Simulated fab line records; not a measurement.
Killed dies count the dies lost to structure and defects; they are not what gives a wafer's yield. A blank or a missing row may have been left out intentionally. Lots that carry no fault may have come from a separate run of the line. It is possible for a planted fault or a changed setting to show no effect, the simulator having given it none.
Split-lot trial | flow rit_cmos | route with 202 steps; 5 lots, 23 wafers read

== THE SPLIT ITSELF ==
At RIT_M1_COAT_04 (resist thk 1300 nm), the setting spin_rpm was moved away from the recipe's 2000 rpm on 6 of the 23 wafers read, by -4.4% to +2.0%. All remaining wafers had this setting at the recipe value.

== FROM THE SPLIT TO THE READING: what the file shows between them, 2 steps ==
- RIT_M1_SOFTBAKE_05: time 60 s
- RIT_M1_EXPOSE_06: exposes mask M12, target cd 2600 nm

== THE READING ==
NOVOLAK_of_M1_COAT_04.thk_nm (the simulator's own value, which no gauge read), in nm, at RIT_M1_HARDBAKE_11 (time 120 s). The file gives no usual value for it. Across the 17 wafers here that went through the recipe, the average is 1139 nm and the standard deviation 3.4 nm.

wafer  | tool, chamber at the split | spin_rpm as run, rpm | against the recipe | NOVOLAK_of_M1_COAT_04.thk_nm, nm | against lot-mates on the recipe
L076.1 | litho_track-01, 0          | 1911                 | -4.4%              | 1163                             | +26
L076.2 | litho_track-01, 0          | 1911                 | -4.4%              | 1162                             | +26
L076.3 | litho_track-01, 0          | 2000                 | recipe             | 1137                             | -
L076.5 | litho_track-01, 0          | 2000                 | recipe             | 1136                             | -
L076.6 | litho_track-01, 0          | 1911                 | -4.4%              | 1164                             | +28
L079.1 | litho_track-03, 0          | 2041                 | +2.0%              | 1129                             | -15
L079.2 | litho_track-03, 0          | 2000                 | recipe             | 1142                             | -
L079.3 | litho_track-03, 0          | 2000                 | recipe             | 1146                             | -
L079.4 | litho_track-03, 0          | 2041                 | +2.0%              | 1131                             | -13
L079.6 | litho_track-03, 0          | 2041                 | +2.0%              | 1133                             | -11
L082.1 | litho_track-01, 0          | 2000                 | recipe             | 1136                             | -
L082.2 | litho_track-01, 0          | 2000                 | recipe             | 1131                             | -
L082.3 | litho_track-01, 0          | 2000                 | recipe             | 1137                             | -
L082.6 | litho_track-01, 0          | 2000                 | recipe             | 1137                             | -
L082.4 | litho_track-01, 0          | 2000                 | recipe             | 1138                             | -
L084.1 | litho_track-01, 0          | 2000                 | recipe             | 1141                             | -
L084.3 | litho_track-01, 0          | 2000                 | recipe             | 1141                             | -
L084.4 | litho_track-01, 0          | 2000                 | recipe             | 1141                             | -
L084.6 | litho_track-01, 0          | 2000                 | recipe             | 1141                             | -
L084.5 | litho_track-01, 0          | 2000                 | recipe             | 1142                             | -
L085.1 | litho_track-03, 0          | 2000                 | recipe             | 1136                             | -
L085.5 | litho_track-03, 0          | 2000                 | recipe             | 1136                             | -
L085.6 | litho_track-03, 0          | 2000                 | recipe             | 1137                             | -

FIT RESULTS
A straight line over all 23 wafers: NOVOLAK_of_M1_COAT_04.thk_nm changes by -5.12 nm for each +1% of spin_rpm; r = -0.94; the points scatter about the line by 3.3 nm.
The same after taking each lot's own level away (the mean of its wafers on the recipe; 23 wafers): -6.04 nm for each +1%; r = -0.99; scatter 1.6 nm.
According to that fit, moving spin_rpm by its largest amount changes the reading by 27 nm.
The lots' own levels span 1135.8 to 1144.0 nm, that is 2.4 times the standard deviation above.
So the lot-to-lot level changes the slope: the two fits differ.
Check: +26.8 nm against its lot-mates is what the line predicts for one of the wafers moved furthest among these (-4.4%) when that wafer is left out of the fit. It came out at +26.5 nm against them.

== ADDITIONAL SPLITS CARRIED BY THESE WAFERS ==
These wafers also went through other splits before the reading. Each is held against what the fit with the lots' levels taken away leaves over:
other split on the same wafers | wafers away from the commonest value | r with NOVOLAK_of_M1_COAT_04.thk_nm (lot level and that fit taken away)
RIT_PSD_SOFTBAKE_02 temp_c     | 8                                    | -0.03
RIT_SDANNEAL_RTA_03 time_s     | 7                                    | +0.12
RIT_SILICIDE_SPUTTER_01 time_s | 8                                    | +0.05

== THE WHOLE CHAIN: every reading that the file lists as answering this split, in the file's order ==
step                 | what it does                                                          | reading                                                                       | change (the file's fit)                                                            | r (the file's)
RIT_M1_COAT_04       | resist thk 1300 nm                                                    | NOVOLAK_of_M1_COAT_04.thk_nm (the simulator's own value, which no gauge read) | -7.12 nm for each +1% of the setting                                               | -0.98
RIT_M1_HARDBAKE_11   | time 120 s                                                            | NOVOLAK_of_M1_COAT_04.thk_nm (the simulator's own value, which no gauge read) | -6.13 nm for each +1% of the setting                                               | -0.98
RIT_M1_METAL_ETCH_12 | etches Al in Cl2/BCl3, stops on SiO2, time 165 s, target depth 600 nm | NOVOLAK_of_M1_COAT_04.thk_nm (the simulator's own value, which no gauge read) | -5.27 nm for each +1% of the setting, in a fit together with rf_w@M1_METAL_ETCH_12 | 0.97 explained

== FILE'S OWN FIT ==
NOVOLAK_of_M1_COAT_04.thk_nm changes by -6.13 nm for each +1% of spin_rpm, r = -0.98.
